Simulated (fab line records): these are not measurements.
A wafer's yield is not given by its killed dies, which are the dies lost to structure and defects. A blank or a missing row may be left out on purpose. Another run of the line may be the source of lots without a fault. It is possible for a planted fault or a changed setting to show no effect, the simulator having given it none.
Split-lot study / flow ritCmos / on a route of 202 steps: 5 lots, 23 wafers read

== ABOUT THE SPLIT ==
At RIT_SILICIDE_SPUTTER_01 (material Ti, target thk 30 nm, time 240 s), the setting powerW was moved away from the recipe's 350 W on 7 of the 23 wafers read, by -11.4% to +5.7%. This setting was run at the recipe's value on the other wafers.

== THE PATH FROM SPLIT TO READING: the file shows 1 step between them ==
- RIT_SILICIDE_RS_MEAS_02: measures by four-point-probe

== THE READING ==
SILICIDE_TI_THK, in nm, at RIT_SILICIDE_THK_MEAS_03 (measures by xrf). Fault-free wafers of this fab line usually give 29.6 nm, standard deviation 0.48 nm.

wafer=L075.2; tool, chamber at the split=pvdSputter-01, -; powerW as run, W=350; against the recipe=recipe; SILICIDE_TI_THK, nm=28.9; against lot-mates on the recipe=-
wafer=L075.5; tool, chamber at the split=pvdSputter-01, -; powerW as run, W=350; against the recipe=recipe; SILICIDE_TI_THK, nm=29.2; against lot-mates on the recipe=-
wafer=L075.6; tool, chamber at the split=pvdSputter-01, -; powerW as run, W=350; against the recipe=recipe; SILICIDE_TI_THK, nm=28.9; against lot-mates on the recipe=-
wafer=L077.2; tool, chamber at the split=pvdSputter-01, -; powerW as run, W=350; against the recipe=recipe; SILICIDE_TI_THK, nm=29.5; against lot-mates on the recipe=-
wafer=L077.3; tool, chamber at the split=pvdSputter-01, -; powerW as run, W=350; against the recipe=recipe; SILICIDE_TI_THK, nm=29.4; against lot-mates on the recipe=-
wafer=L077.4; tool, chamber at the split=pvdSputter-01, -; powerW as run, W=350; against the recipe=recipe; SILICIDE_TI_THK, nm=29.4; against lot-mates on the recipe=-
wafer=L077.5; tool, chamber at the split=pvdSputter-01, -; powerW as run, W=350; against the recipe=recipe; SILICIDE_TI_THK, nm=29.3; against lot-mates on the recipe=-
wafer=L077.6; tool, chamber at the split=pvdSputter-01, -; powerW as run, W=350; against the recipe=recipe; SILICIDE_TI_THK, nm=29.9; against lot-mates on the recipe=-
wafer=L078.1; tool, chamber at the split=pvdSputter-04, -; powerW as run, W=310; against the recipe=-11.4%; SILICIDE_TI_THK, nm=26.3; against lot-mates on the recipe=-3.9
wafer=L078.3; tool, chamber at the split=pvdSputter-04, -; powerW as run, W=310; against the recipe=-11.4%; SILICIDE_TI_THK, nm=26.7; against lot-mates on the recipe=-3.5
wafer=L078.4; tool, chamber at the split=pvdSputter-04, -; powerW as run, W=350; against the recipe=recipe; SILICIDE_TI_THK, nm=30.2; against lot-mates on the recipe=-
wafer=L078.5; tool, chamber at the split=pvdSputter-04, -; powerW as run, W=350; against the recipe=recipe; SILICIDE_TI_THK, nm=30.2; against lot-mates on the recipe=-
wafer=L078.6; tool, chamber at the split=pvdSputter-04, -; powerW as run, W=310; against the recipe=-11.4%; SILICIDE_TI_THK, nm=26.4; against lot-mates on the recipe=-3.8
wafer=L081.1; tool, chamber at the split=pvdSputter-01, -; powerW as run, W=370.1; against the recipe=+5.7%; SILICIDE_TI_THK, nm=30.5; against lot-mates on the recipe=+1.8
wafer=L081.2; tool, chamber at the split=pvdSputter-01, -; powerW as run, W=350; against the recipe=recipe; SILICIDE_TI_THK, nm=28.4; against lot-mates on the recipe=-
wafer=L081.3; tool, chamber at the split=pvdSputter-01, -; powerW as run, W=370.1; against the recipe=+5.7%; SILICIDE_TI_THK, nm=30.9; against lot-mates on the recipe=+2.2
wafer=L081.4; tool, chamber at the split=pvdSputter-01, -; powerW as run, W=350; against the recipe=recipe; SILICIDE_TI_THK, nm=28.7; against lot-mates on the recipe=-
wafer=L081.6; tool, chamber at the split=pvdSputter-01, -; powerW as run, W=350; against the recipe=recipe; SILICIDE_TI_THK, nm=28.9; against lot-mates on the recipe=-
wafer=L084.1; tool, chamber at the split=pvdSputter-04, -; powerW as run, W=324.5; against the recipe=-7.3%; SILICIDE_TI_THK, nm=27.6; against lot-mates on the recipe=-2.8
wafer=L084.2; tool, chamber at the split=pvdSputter-04, -; powerW as run, W=324.5; against the recipe=-7.3%; SILICIDE_TI_THK, nm=28.3; against lot-mates on the recipe=-2.1
wafer=L084.3; tool, chamber at the split=pvdSputter-04, -; powerW as run, W=350; against the recipe=recipe; SILICIDE_TI_THK, nm=30.7; against lot-mates on the recipe=-
wafer=L084.5; tool, chamber at the split=pvdSputter-04, -; powerW as run, W=350; against the recipe=recipe; SILICIDE_TI_THK, nm=30.2; against lot-mates on the recipe=-
wafer=L084.6; tool, chamber at the split=pvdSputter-04, -; powerW as run, W=350; against the recipe=recipe; SILICIDE_TI_THK, nm=30.4; against lot-mates on the recipe=-

THE FIT
A straight line over all 23 wafers: SILICIDE_TI_THK changes by +0.248 nm for each +1% of powerW; r = +0.89; the points scatter about the line by 0.61 nm.
The same after taking each lot's own level away (the mean of its wafers on the recipe; 23 wafers): +0.334 nm for each +1%; r = +0.99; scatter 0.22 nm.
The reading moves by 3.8 nm for the largest change in powerW, on that fit.
The lots' own levels span 28.67 to 30.43 nm, that is 3.7 times the standard deviation above.
So the slope is not independent of the lot-to-lot level: the two fits are not the same.
Check: for one of the wafers moved furthest among these (-11.4%), held out of the fit, the line's prediction against its lot-mates is -3.76 nm. It came out at -3.9 nm against them.

== THE OTHER SPLITS THESE WAFERS WENT THROUGH ==
Before the reading, these wafers also passed through other splits. Each is held against what the fit with the lots' levels taken away leaves over:
other split on the same wafers=RIT_SPACER_CVD_03 timeS; wafers away from the commonest value=15; r with SILICIDE_TI_THK (lot level and that fit taken away)=-0.10
other split on the same wafers=RIT_PSD_IMPLANT_08 energyKev; wafers away from the commonest value=9; r with SILICIDE_TI_THK (lot level and that fit taken away)=-0.08

== THE WHOLE CHAIN: every reading that the file lists as answering this split, in the file's order ==
step=RIT_SILICIDE_SPUTTER_01; what it does=material Ti, target thk 30 nm, time 240 s; reading=Ti_of_SILICIDE_SPUTTER_01.thkNm (the simulator's own value, which no gauge read); change (the file's fit)=+0.332 nm for each +1% of the setting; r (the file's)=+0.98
step=RIT_SILICIDE_RS_MEAS_02; what it does=measures by four-point-probe; reading=SILICIDE_TI_RS; change (the file's fit)=-0.719 for each +1% of the setting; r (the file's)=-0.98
step=RIT_SILICIDE_THK_MEAS_03; what it does=measures by xrf; reading=SILICIDE_TI_THK; change (the file's fit)=+0.334 for each +1% of the setting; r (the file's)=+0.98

== THE FILE'S OWN FIT ==
SILICIDE_TI_THK changes by +0.334 nm for each +1% of powerW, r = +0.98.
